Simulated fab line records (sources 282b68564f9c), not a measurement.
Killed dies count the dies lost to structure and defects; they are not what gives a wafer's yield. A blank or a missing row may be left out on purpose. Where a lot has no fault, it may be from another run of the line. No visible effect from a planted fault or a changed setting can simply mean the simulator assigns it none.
Split-lot trial ; flow ritCmos ; route with 202 steps; 5 lots, 27 wafers read

## ON THE SPLIT
At RIT_ACTIVE_DEVELOP_10 (develop time 50 s), the setting developTimeS was moved away from the recipe's 50 s on 12 of the 27 wafers read, by -53.3% to +57.4%. All remaining wafers had this setting at the recipe value.

## FROM THE SPLIT TO THE READING: what the file shows between them, 4 steps
- RIT_ACTIVE_CD_MEAS_11: target cd 1400 nm
- RIT_ACTIVE_HARDBAKE_12: time 60 s
- RIT_ACTIVE_ETCH_13: etches Si3N4 in SF6, stops on SiO2, time 210 s, target depth 210 nm
- RIT_ACTIVE_STRIP_14: strips in O2, time 180 s

## THE READING
Shown in nm: cdNm at RIT_ACTIVE_CD_MEAS_90, with target cd 1400 nm. On this fab line, fault-free wafers typically give 1399.8 nm with a standard deviation of 2.3 nm.

wafer;tool, chamber at the split;developTimeS as run, s;against the recipe;cdNm, nm;against lot-mates on the recipe
L075.1;lithoTrack-02, 0;78.68;+57.4%;1358.3;-43.1
L075.2;lithoTrack-02, 0;78.68;+57.4%;1358.7;-42.7
L075.3;lithoTrack-02, 0;78.68;+57.4%;1358.9;-42.5
L075.4;lithoTrack-02, 0;50;recipe;1401.9;-
L075.5;lithoTrack-02, 0;50;recipe;1401.4;-
L075.6;lithoTrack-02, 0;50;recipe;1400.9;-
L080.1;lithoTrack-03, 0;28.57;-42.9%;1460.3;+61.3
L080.2;lithoTrack-03, 0;50;recipe;1400.6;-
L080.3;lithoTrack-03, 0;28.57;-42.9%;1459.1;+60.1
L080.4;lithoTrack-03, 0;50;recipe;1396.5;-
L080.5;lithoTrack-03, 0;50;recipe;1399.9;-
L080.6;lithoTrack-03, 0;28.57;-42.9%;1460.5;+61.5
L082.1;lithoTrack-01, 0;23.34;-53.3%;1486.0;+85.9
L082.2;lithoTrack-01, 0;50;recipe;1401.6;-
L082.3;lithoTrack-01, 0;50;recipe;1400.0;-
L082.4;lithoTrack-01, 0;23.34;-53.3%;1489.0;+88.9
L082.5;lithoTrack-01, 0;50;recipe;1398.7;-
L082.6;lithoTrack-01, 0;23.34;-53.3%;1486.8;+86.7
L083.1;lithoTrack-02, 0;60.11;+20.2%;1383.7;-16.1
L083.2;lithoTrack-02, 0;60.11;+20.2%;1382.9;-16.9
L083.3;lithoTrack-02, 0;60.11;+20.2%;1382.1;-17.7
L083.4;lithoTrack-02, 0;50;recipe;1398.7;-
L083.5;lithoTrack-02, 0;50;recipe;1400.3;-
L083.6;lithoTrack-02, 0;50;recipe;1400.3;-
L085.2;lithoTrack-02, 0;50;recipe;1397.2;-
L085.3;lithoTrack-02, 0;50;recipe;1396.6;-
L085.5;lithoTrack-02, 0;50;recipe;1392.4;-

THE FIT
A straight line over all 27 wafers: cdNm changes by -1.17 nm for each +1% of developTimeS; r = -0.96; the points scatter about the line by 11 nm.
The same after taking each lot's own level away (the mean of its wafers on the recipe; 27 wafers): -1.18 nm for each +1%; r = -0.96; scatter 10 nm.
Per that fit: largest developTimeS move, reading shift of 68 nm.
Measured against the standard deviation above, the lots' own levels, which go from 1395.40 to 1401.40 nm, span 2.6 times it.
So the lot-to-lot level changes the slope little: the two slopes agree.
Check: for one of the wafers moved furthest among these (+57.4%), held out of the fit, the line's prediction against its lot-mates is -64.3 nm. Against them it came out at -43.1 nm.

## THE WHOLE CHAIN: every reading that the file lists as answering this split, in the file's order
step;what it does;reading;change (the file's fit);r (the file's)
RIT_ACTIVE_CD_MEAS_11;target cd 1400 nm;cdNm;-1.2 nm for each +1% of the setting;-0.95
RIT_ACTIVE_ETCH_13;etches Si3N4 in SF6, stops on SiO2, time 210 s, target depth 210 nm;ACTIVE.cdNm (the simulator's own value, which no gauge read);-1.2 nm for each +1% of the setting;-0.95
RIT_ACTIVE_CD_MEAS_90;target cd 1400 nm;cdNm;-1.2 nm for each +1% of the setting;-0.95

## FILE'S OWN FIT
cdNm changes by -1.2 nm for each +1% of developTimeS, r = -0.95.
